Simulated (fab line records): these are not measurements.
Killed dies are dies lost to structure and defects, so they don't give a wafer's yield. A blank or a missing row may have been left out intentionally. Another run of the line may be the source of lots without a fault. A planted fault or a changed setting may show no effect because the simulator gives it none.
fab line records	flow ritCmos
[record] lots = 13	wafers = 39	lastDay = 6
route steps=202 shown ACTIVE@4 PRETRO@70 SDANNEAL@156 M1@202
lots that met no fault: from a run of the same line without faults
startH: hours from the record's opening day to when the first of the lot's shown wafers began	waitH: hours since the lot's step before	" unchanged from the row above	L1.1+2: several wafers, shown together as one row	- either no value or no given start	* or withheld: withheld	< > ~ a bound
route shown NAME@n: names a module that has steps shown in the file, with the first one's number in the route	usual: average and standard deviation across the fault-free wafers	same: alike in all rows	chamber/n: place in a boat	sites: readings site by site	_std_site: the values' standard deviation	_edge_site: outer sites' mean less inner sites'	radiusMm: how far each site lies from the wafer's centre	mask NAME#n: copy n	behind: the last tool/chamber to shape the wafer	hold: what put the lot on hold/how long, in hours/how the hold closed	device: which transistor (n, p or np) failed to switch	end of line: the same wafers' tests at the end of the route	a step without rows: its recipe alone	killed: the dies lost at the first sort to structure and to defects; this is not the yield of the wafer	map: a wafer's dies, marking killed ones x, the rest . and places with no die _
set.NAME: the setting as run; set.NAME@STEP: as run at that earlier step	model.NAME: the simulator's own value behind a step, which no gauge read
a sample of lots followed through the steps of the route, with each step as a table and each wafer as a row
services: when a tool's chamber went out of use (startH, in hours from the record's first day, below 0 if earlier), for how many hours, and the reason
[[steps]]
[step RIT_ACTIVE_CVD_03]
[recipe] material = Si3N4	targetThkNm = 150	tempC = 810	precursor = SiH2Cl2/NH3	timeS = 1500	pressureMtorr = 300	sih2cl2FlowSccm = 60	nh3FlowSccm = 150
lot.wafer	tool	chamber	startH	waitH
L379.1+2+6	lpcvd-01	1	12.11	0.1
L380.1+2+4	lpcvd-02	1	17.11	0.1
L381.3+4+5	lpcvd-01	1	22.11	0.0
L382.1+3+4	lpcvd-01	0	27.11	0.1
L383.1+4+5	lpcvd-01	0	33.45	0.2
L384.2+4+5	lpcvd-01	1	38.00	0.9
L385.3+4+5	lpcvd-02	1	42.11	0.0
L386.1+3+5	lpcvd-01	0	47.19	0.1
L387.1+3+6	lpcvd-02	0	52.11	0.1
L391.2+3+4	lpcvd-01	1	72.11	0.0
L392.1+5+6	lpcvd-01	1	77.11	0.1
L395.1+5+6	lpcvd-01	0	93.73	0.1
L396.1+2+5	lpcvd-01	1	97.57	0.5
[step RIT_ACTIVE_THK_MEAS_04]
[recipe] reads = Si3N4_of_ACTIVE_CVD_03
[usual] ACTIVE_NITRIDE_THK = 150.0/1.4
lot.wafer	tool	chamber	startH	waitH	ACTIVE_NITRIDE_THK[nm]
L379.1	filmMetro-01	-	13.53	0.0	150.1
L379.2	"	-	"	"	150.3
L379.6	"	-	"	"	150.1
L380.1	filmMetro-04	-	18.53	0.0	149.7
L380.2	"	-	"	"	151.0
L380.4	"	-	"	"	151.0
L381.3	filmMetro-04	-	23.55	0.0	148.7
L381.4	"	-	"	"	151.1
L381.5	"	-	"	"	150.8
L382.1	filmMetro-02	-	28.53	0.0	149.0
L382.3	"	-	"	"	149.4
L382.4	"	-	"	"	148.9
L383.1	filmMetro-01	-	35.57	0.0	151.6
L383.4	"	-	"	"	150.4
L383.5	"	-	"	"	152.3
L384.2	filmMetro-04	-	40.13	0.0	149.8
L384.4	"	-	"	"	149.3
L384.5	"	-	"	"	150.2
L385.3	filmMetro-04	-	43.55	0.0	149.7
L385.4	"	-	"	"	148.4
L385.5	"	-	"	"	149.0
L386.1	filmMetro-01	-	48.61	0.0	150.3
L386.3	"	-	"	"	148.8
L386.5	"	-	"	"	150.3
L387.1	filmMetro-02	-	53.53	0.0	151.4
L387.3	"	-	"	"	151.0
L387.6	"	-	"	"	149.2
L391.2	filmMetro-01	-	73.54	0.0	151.2
L391.3	"	-	"	"	150.8
L391.4	"	-	"	"	149.4
L392.1	filmMetro-01	-	78.53	0.0	149.9
L392.5	"	-	"	"	149.7
L392.6	"	-	"	"	150.2
L395.1	filmMetro-01	-	95.15	0.0	130.2
L395.5	"	-	"	"	130.9
L395.6	"	-	"	"	130.9
L396.1	filmMetro-04	-	99.70	0.0	128.1
L396.2	"	-	"	"	127.2
L396.5	"	-	"	"	128.2
[step RIT_ACTIVE_CD_MEAS_11]
[recipe] targetCdNm = 1400
[usual] cdNm = 1399.8/2.4
lot.wafer	tool	chamber	startH	waitH	cdNm
L379.1	cdSem-02	-	14.44	-	1400.2
L379.2	"	-	"	"	1399.4
L379.6	"	-	"	"	1396.9
L380.1	cdSem-02	-	19.44	-	1401.6
L380.2	"	-	"	"	1400.9
L380.4	"	-	"	"	1402.0
L381.3	cdSem-01	-	24.48	-	1398.7
L381.4	"	-	"	"	1399.2
L381.5	"	-	"	"	1399.9
L382.1	cdSem-02	-	29.56	-	1399.1
L382.3	"	-	"	"	1397.4
L382.4	"	-	"	"	1399.8
L383.1	cdSem-01	-	36.48	-	1401.5
L383.4	"	-	"	"	1402.0
L383.5	"	-	"	"	1400.6
L384.2	cdSem-01	-	41.05	-	1403.0
L384.4	"	-	"	"	1400.9
L384.5	"	-	"	"	1400.0
L385.3	cdSem-01	-	44.48	-	1398.8
L385.4	"	-	"	"	1398.5
L385.5	"	-	"	"	1395.1
L386.1	cdSem-01	-	49.52	-	1398.5
L386.3	"	-	"	"	1397.7
L386.5	"	-	"	"	1397.6
L387.1	cdSem-02	-	54.44	-	1400.0
L387.3	"	-	"	"	1403.7
L387.6	"	-	"	"	1402.1
L391.2	cdSem-01	-	74.58	-	1404.0
L391.3	"	-	"	"	1404.0
L391.4	"	-	"	"	1403.9
L392.1	cdSem-01	-	79.71	-	1396.5
L392.5	"	-	"	"	1396.5
L392.6	"	-	"	"	1394.9
L395.1	cdSem-02	-	96.06	-	1418.3
L395.5	"	-	"	"	1419.6
L395.6	"	-	"	"	1418.8
L396.1	cdSem-02	-	100.61	-	1417.9
L396.2	"	-	"	"	1418.5
L396.5	"	-	"	"	1416.8
[step RIT_ACTIVE_ETCH_13]
[recipe] stopOn = SiO2	chemistry = SF6	target = Si3N4	timeS = 210	overEtchFrac = 0.4	SF6_flow_sccm = 200	pressureMtorr = 260	rfW = 125	targetDepthA = 2100
[usual] chamberPressureMTorr = 259.99/0.23	drypumpMotorCurrentA = 5.80/0.25	oesProductAu = 0.823/0.016	rfFwdPowerW = 124.6/0.39	throttleValvePct = 7.43/0.11
lot.wafer	tool	chamber	startH	waitH	chamberPressureMTorr	drypumpMotorCurrentA	oesProductAu	rfFwdPowerW	rfHoursCounterH	throttleValvePct
L379.1	rieDiel-01	1	14.71	0.1	259.94	5.74	0.815	124.2	171	7.29
L379.2	"	2	"	"	259.72	6.16	0.811	124.8	136	7.40
L379.6	"	0	"	"	260.34	5.48	0.840	124.7	-	7.24
L380.1	rieDiel-03	2	19.71	0.1	259.98	5.53	0.831	124.9	1	7.61
L380.2	"	0	"	"	260.30	5.79	0.810	124.6	80	7.58
L380.4	"	1	"	"	260.05	6.27	0.841	124.2	91	7.41
L381.3	rieDiel-03	2	24.71	0.1	259.65	5.55	0.826	124.6	2	7.61
L381.4	"	3	"	"	259.83	5.65	0.805	124.2	130	7.35
L381.5	"	1	"	"	260.30	6.30	0.835	124.6	-	7.44
L382.1	rieDiel-01	2	29.83	0.1	260.20	6.16	0.801	124.6	136	7.39
L382.3	"	0	"	"	260.11	5.46	0.835	125.0	4	7.24
L382.4	"	1	"	"	259.89	5.73	0.804	124.2	171	7.30
L383.1	rieDiel-02	0	36.75	0.1	259.56	5.52	0.822	124.7	173	7.55
L383.4	"	0	"	"	260.19	5.53	0.818	125.2	-	7.55
L383.5	"	1	"	"	260.03	5.76	0.811	124.5	-	7.57
L384.2	rieDiel-03	1	41.30	0.1	259.99	6.30	0.837	124.7	91	7.44
L384.4	"	3	"	"	260.04	5.63	0.804	125.0	131	7.36
L384.5	"	3	"	"	260.29	5.66	0.800	124.8	-	7.35
L385.3	rieDiel-01	0	44.71	0.1	259.93	5.48	0.840	123.9	5	7.25
L385.4	"	2	"	"	260.13	6.14	0.803	124.7	137	7.40
L385.5	"	3	"	"	259.89	5.74	0.815	123.8	-	7.41
L386.1	rieDiel-01	3	49.79	0.1	260.06	5.73	0.821	124.6	30	7.42
L386.3	"	0	"	"	260.00	5.47	0.839	124.7	5	7.24
L386.5	"	2	"	"	260.04	6.15	0.805	124.5	-	7.41
L387.1	rieDiel-03	3	54.71	0.1	260.28	5.65	0.805	124.9	131	7.36
L387.3	"	2	"	"	259.72	5.51	0.833	124.7	2	7.61
L387.6	"	0	"	"	259.72	5.77	0.810	124.6	-	7.57
L391.2	rieDiel-02	3	74.83	0.1	260.09	5.92	0.826	124.4	0	7.47
L391.3	"	2	"	"	259.81	6.00	0.832	125.1	142	7.46
L391.4	"	2	"	"	260.22	6.00	0.818	124.9	-	7.46
L392.1	rieDiel-02	1	79.98	0.1	259.65	5.76	0.805	124.8	9	7.56
L392.5	"	1	"	"	260.15	5.76	0.810	124.4	-	7.55
L392.6	"	2	"	"	260.14	6.01	0.813	123.9	-	7.44
L395.1	rieDiel-01	2	96.33	0.1	260.07	6.20	0.755	123.9	138	7.38
L395.5	"	1	"	"	260.34	5.73	0.786	125.0	-	7.27
L395.6	"	2	"	"	260.21	6.20	0.748	124.7	-	7.40
L396.1	rieDiel-01	0	100.88	0.1	259.78	5.48	0.772	124.6	6	7.25
L396.2	"	3	"	"	259.92	5.73	0.763	124.1	31	7.43
L396.5	"	2	"	"	260.18	6.16	0.741	124.9	-	7.40
[step RIT_ACTIVE_STRIP_14]
[recipe] chemistry = O2	timeS = 180	resist = NOVOLAK	platenTempC = withheld	powerW = 500	pressureMtorr = 4137	o2FlowSccm = 4000
[usual] chamberPressureMTorr = 4137/3.2	drypumpMotorCurrentA = 5.5/0.58
lot.wafer	tool	chamber	startH	waitH	chamberPressureMTorr	drypumpMotorCurrentA	rfHoursCounterH
L379.1	plasmaAsher-02	0	14.84	0.1	4134	5.9	22
L379.2	"	1	"	"	4133	6.5	22
L379.6	"	1	"	"	4138	6.5	-
L380.1	plasmaAsher-01	1	19.84	0.1	4136	4.8	39
L380.2	"	0	"	"	4135	5.4	39
L380.4	"	1	"	"	4140	4.8	-
L381.3	plasmaAsher-03	1	24.90	0.1	4143	4.9	-
L381.4	"	0	"	"	4136	5.7	-
L381.5	"	0	"	"	4140	5.7	-
L382.1	plasmaAsher-02	1	29.97	0.1	4137	6.5	23
L382.3	"	1	"	"	4137	6.5	-
L382.4	"	0	"	"	4137	6.0	-
L383.1	plasmaAsher-01	1	36.89	0.1	4133	4.8	41
L383.4	"	0	"	"	4135	5.4	-
L383.5	"	1	"	"	4145	4.8	-
L384.2	plasmaAsher-02	1	41.44	0.1	4142	6.5	24
L384.4	"	0	"	"	4140	6.0	-
L384.5	"	1	"	"	4132	6.5	-
L385.3	plasmaAsher-02	1	44.90	0.1	4134	6.5	-
L385.4	"	0	"	"	4134	6.0	-
L385.5	"	1	"	"	4135	6.5	-
L386.1	plasmaAsher-01	1	49.92	0.1	4135	4.8	42
L386.3	"	0	"	"	4141	5.4	-
L386.5	"	0	"	"	4138	5.4	-
L387.1	plasmaAsher-02	0	54.84	0.1	4134	6.0	26
L387.3	"	0	"	"	4134	6.0	-
L387.6	"	0	"	"	4140	6.0	-
L391.2	plasmaAsher-02	0	74.97	0.1	4131	6.0	27
L391.3	"	1	"	"	4139	6.5	-
L391.4	"	0	"	"	4135	6.0	-
L392.1	plasmaAsher-03	1	80.18	0.1	4139	4.9	45
L392.5	"	1	"	"	4142	4.9	-
L392.6	"	0	"	"	4134	5.7	-
L395.1	plasmaAsher-02	1	96.46	0.1	4141	6.5	30
L395.5	"	1	"	"	4139	6.5	-
L395.6	"	0	"	"	4138	5.9	-
L396.1	plasmaAsher-01	1	101.01	0.1	4135	4.8	47
L396.2	"	0	"	"	4142	5.4	47
L396.5	"	1	"	"	4140	4.8	-
[step RIT_PRETRO_OVL_MEAS_06]
[usual] PRETRO_OVL = -1.2/1.5
lot.wafer	tool	chamber	startH	waitH	PRETRO_OVL[nm]
L379.1	overlay-01	-	31.85	-	-1.2
L379.2	"	-	"	"	-0.4
L379.6	"	-	"	"	-1.2
L380.1	overlay-02	-	35.31	-	0.5
L380.2	"	-	"	"	-0.9
L380.4	"	-	"	"	-1.0
L381.3	overlay-02	-	41.19	-	1.8
L381.4	"	-	"	"	0.4
L381.5	"	-	"	"	-1.0
L382.1	overlay-01	-	46.56	-	-2.7
L382.3	"	-	"	"	-2.8
L382.4	"	-	"	"	-0.6
L383.1	overlay-02	-	52.76	-	1.5
L383.4	"	-	"	"	-0.9
L383.5	"	-	"	"	1.1
L384.2	overlay-01	-	57.66	-	-1.5
L384.4	"	-	"	"	-3.3
L384.5	"	-	"	"	-3.4
L385.3	overlay-02	-	60.25	-	-2.0
L385.4	"	-	"	"	0.6
L385.5	"	-	"	"	-0.8
L386.1	overlay-01	-	66.67	-	-0.1
L386.3	"	-	"	"	-1.8
L386.5	"	-	"	"	0.6
L387.1	overlay-02	-	76.89	-	1.7
L387.3	"	-	"	"	0.8
L387.6	"	-	"	"	0.6
L391.2	overlay-01	-	91.79	-	-3.3
L391.3	"	-	"	"	-0.9
L391.4	"	-	"	"	-3.4
L392.1	overlay-02	-	95.73	-	-0.3
L392.5	"	-	"	"	-0.6
L392.6	"	-	"	"	-1.0
L395.1	overlay-01	-	112.24	-	-3.9
L395.5	"	-	"	"	-1.4
L395.6	"	-	"	"	-5.8
L396.1	overlay-02	-	117.32	-	0.4
L396.2	"	-	"	"	-0.3
L396.5	"	-	"	"	-0.5
[step RIT_SDANNEAL_RTA_03]
[recipe] tempC = 1050	timeS = 5	idleTempC = 600	rampUpCPerS = 342	rampDownCPerS = 171	coolToC = 600	ambient = N2
[usual] wafer_temp_C_max = 1053.6/1.1
lot.wafer	tool	chamber	startH	waitH	wafer_temp_C_max
L379.1	rtpAnneal-01	0	51.45	0.0	1053.2
L379.2	"	0	"	"	1053.2
L379.6	"	0	"	"	1054.9
L380.1	rtpAnneal-02	0	54.58	0.0	1052.9
L380.2	"	0	"	"	1053.7
L380.4	"	0	"	"	1053.0
L381.3	rtpAnneal-01	0	58.86	0.0	1055.1
L381.4	"	0	"	"	1054.2
L381.5	"	0	"	"	1054.0
L382.1	rtpAnneal-02	0	66.18	0.0	1051.6
L382.3	"	0	"	"	1053.4
L382.4	"	0	"	"	1053.8
L383.1	rtpAnneal-01	0	73.59	0.0	1053.0
L383.4	"	0	"	"	1054.2
L383.5	"	0	"	"	1052.7
L384.2	rtpAnneal-02	0	76.48	0.0	1053.2
L384.4	"	0	"	"	1053.9
L384.5	"	0	"	"	1053.1
L385.3	rtpAnneal-01	0	81.64	0.0	1053.7
L385.4	"	0	"	"	1052.4
L385.5	"	0	"	"	1053.9
L386.1	rtpAnneal-02	0	85.29	0.0	1053.8
L386.3	"	0	"	"	1054.7
L386.5	"	0	"	"	1053.2
L387.1	rtpAnneal-01	0	95.94	0.0	1054.1
L387.3	"	0	"	"	1053.5
L387.6	"	0	"	"	1054.1
L391.2	rtpAnneal-02	0	112.14	0.0	1053.4
L391.3	"	0	"	"	1051.1
L391.4	"	0	"	"	1053.9
L392.1	rtpAnneal-01	0	115.91	0.0	1052.5
L392.5	"	0	"	"	1052.7
L392.6	"	0	"	"	1052.5
L395.1	rtpAnneal-02	0	131.34	0.0	1055.1
L395.5	"	0	"	"	1054.8
L395.6	"	0	"	"	1056.2
L396.1	rtpAnneal-01	0	137.35	0.0	1051.4
L396.2	"	0	"	"	1053.8
L396.5	"	0	"	"	1052.6
[step RIT_M1_PROBE_99]
[usual] killedAtContacts = 0.1/0.27	killedAtFrontEnd = 7/3	killedDies = 7.0/3	killedOpen = 3.5/2.1	killedShort = 3.4/1.9
[same] grossDies = 264	killed_at_M0_to_M3 = 0	killed_at_M4_up = 0	killedAtBackSide = 0	killedAtOther = 0
lot.wafer	tool	chamber	startH	waitH	killedAtContacts	killedAtFrontEnd	killedDies	killedOpen	killedShort
L382.1	prober-02	-	73.73	0.1	0	7	7	5	2
L382.3	prober-02	-	73.83	0.2	0	9	9	6	3
L382.4	prober-02	-	73.88	0.2	0	3	3	1	2
L391.2	prober-01	-	120.35	0.1	0	7	7	5	2
L391.3	prober-01	-	120.40	0.2	1	3	4	2	2
L391.4	prober-01	-	120.45	0.2	0	6	6	5	1
L392.1	prober-02	-	123.73	0.1	0	6	6	3	3
L392.5	prober-02	-	123.93	0.2	1	13	14	9	5
L392.6	prober-02	-	123.98	0.2	0	11	11	4	7
L395.1	prober-01	-	138.69	0.1	1	4	5	2	3
L395.5	prober-01	-	138.89	0.2	0	7	7	3	4
L395.6	prober-01	-	138.94	0.2	0	5	5	2	3
L396.1	prober-02	-	144.79	0.1	0	10	10	6	4
L396.2	prober-02	-	144.84	0.1	0	4	4	1	3
L396.5	prober-02	-	144.99	0.2	0	6	6	5	1
// killed by level:class
L382.1 GATE:geometricParticle:open=3 FOX2:geometricParticle:short=1 FOX2:geometricParticle:open=1 SPACER:geometricParticle:short=1 SPACER:geometricParticle:open=1
L382.3 SILICIDE:geometricParticle:open=3 FOX1:geometricParticle:open=2 GATE:geometricParticle:short=2 FOX2:geometricParticle:short=1 GATE:geometricParticle:open=1
L382.4 GATE:geometricParticle:open=1 GATE:geometricParticle:short=1 SILICIDE:geometricParticle:short=1
L391.2 SPACER:geometricParticle:open=3 FOX2:geometricParticle:short=1 GATE:geometricParticle:open=1 SILICIDE:geometricParticle:open=1 SILICIDE:geometricParticle:short=1
L391.3 FOX1:geometricParticle:open=1 GATE:geometricParticle:open=1 SPACER:geometricParticle:short=1 CONTACT:geometricParticle:short=1
L391.4 FOX1:geometricParticle:open=2 GATE:geometricParticle:open=2 FOX1:geometricParticle:short=1 REOX:geometricParticle:open=1
L392.1 FOX2:geometricParticle:open=1 FOX2:geometricParticle:short=1 GATE:geometricParticle:short=1 SPACER:geometricParticle:open=1 SILICIDE:geometricParticle:short=1 SILICIDE:geometricParticle:open=1
L392.5 GATE:geometricParticle:open=4 REOX:geometricParticle:open=2 REOX:geometricParticle:short=2 SILICIDE:geometricParticle:open=2 SILICIDE:geometricParticle:short=2 GATE:geometricParticle:short=1 CONTACT:geometricParticle:open=1
L392.6 SILICIDE:geometricParticle:short=3 FOX1:geometricParticle:open=1 FOX2:geometricParticle:short=1 GATE:geometricParticle:short=1 GATE:geometricParticle:open=1 REOX:geometricParticle:short=1 SPACER:geometricParticle:open=1 SPACER:geometricParticle:short=1
L395.1 FOX1:geometricParticle:short=1 FOX2:geometricParticle:short=1 GATE:geometricParticle:short=1 GATE:geometricParticle:open=1 CONTACT:geometricParticle:open=1
L395.5 GATE:geometricParticle:short=3 GATE:geometricParticle:open=2 FOX1:geometricParticle:open=1 SILICIDE:geometricParticle:short=1
L395.6 GATE:geometricParticle:short=3 FOX1:geometricParticle:open=1 GATE:geometricParticle:open=1
L396.1 GATE:geometricParticle:open=4 GATE:geometricParticle:short=2 FOX2:geometricParticle:short=1 FOX2:geometricParticle:open=1 REOX:geometricParticle:short=1 SILICIDE:geometricParticle:open=1
L396.2 GATE:geometricParticle:short=2 SPACER:geometricParticle:open=1 SILICIDE:geometricParticle:short=1
L396.5 FOX2:geometricParticle:open=2 GATE:geometricParticle:open=2 FOX2:geometricParticle:short=1 REOX:geometricParticle:open=1
[[services]]
tool	chamber	startH	hours	kind
rieDiel-02	1	2.44	16.0	repair
rieDiel-03	-	4.91	0.5	repair
plasmaAsher-03	-	12.93	5.3	repair
rieDiel-01	3	15.27	6.9	repair
rieDiel-03	-	15.31	0.9	repair
lpcvd-02	-	20.37	14.6	pm
rieDiel-02	1	26.28	7.7	repair
plasmaAsher-02	-	31.32	2.8	pm
lpcvd-02	-	34.97	2.8	pm
rieDiel-02	1	44.88	4.7	repair
rieDiel-01	1	45.30	-	clean
rieDiel-01	1	45.30	16.1	scheduledDown
rieDiel-01	1	45.30	16.1	ventCycle
plasmaAsher-03	-	63.43	0.4	repair
rieDiel-02	1	66.11	4.4	repair
rieDiel-02	3	77.78	5.2	repair
rieDiel-03	0	98.53	4.7	repair
plasmaAsher-01	-	108.87	9.0	pm
plasmaAsher-01	-	117.87	2.8	pm
plasmaAsher-01	-	120.62	14.6	pm
rtpAnneal-02	-	122.76	3.2	pm
rieDiel-02	0	130.28	9.4	repair
rieDiel-02	-	132.17	2.4	repair
rieDiel-01	3	133.35	11.7	repair
[[key]]
[firstSign] step = RIT_ACTIVE_THK_MEAS_04	reading = ACTIVE_NITRIDE_THK	direction = down	sigmas = 15	usual = 150.0	struck = 129.3
[effect] step = RIT_ACTIVE_CD_MEAS_11	reading = cdNm	direction = up	sigmas = 7.6	usual = 1399.8	struck = 1418.3	through = controlLoop
[effect] step = RIT_ACTIVE_ETCH_13	reading = oesProductAu	direction = down	sigmas = 3.8	usual = 0.823	struck = 0.761	through = controlLoop
metAt RIT_ACTIVE_CVD_03
struckLots L395,L396
testerLeftOut L395,L396
[loopTrim] step = RIT_ACTIVE_EXPOSE_08	setting = dose	lots = L395,L396
notActingAt RIT_ACTIVE_STRIP_14,RIT_PRETRO_OVL_MEAS_06,RIT_SDANNEAL_RTA_03
onsetBetween 77.11 93.73
alsoFits time
[fault] kind = processParameterDrift	tool = lpcvd-01	chamber = -	onsetH = 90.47	steps = RIT_ACTIVE_CVD_03	channel = targetThkNm	offset = -19.115	shape = step	endH = 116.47	actsIn = theseRecipesOnly	stated = 150
// testerLeftOut: of these lots the tester's yield and bins aren't shown, on N5 and GAA mostly nor the transistor test; their killed dies are dies lost to structure and defects alone, not to doping, threshold or leakage, so they don't give the yield
// loopTrim: a control loop set the setting to another value than it would have without faults
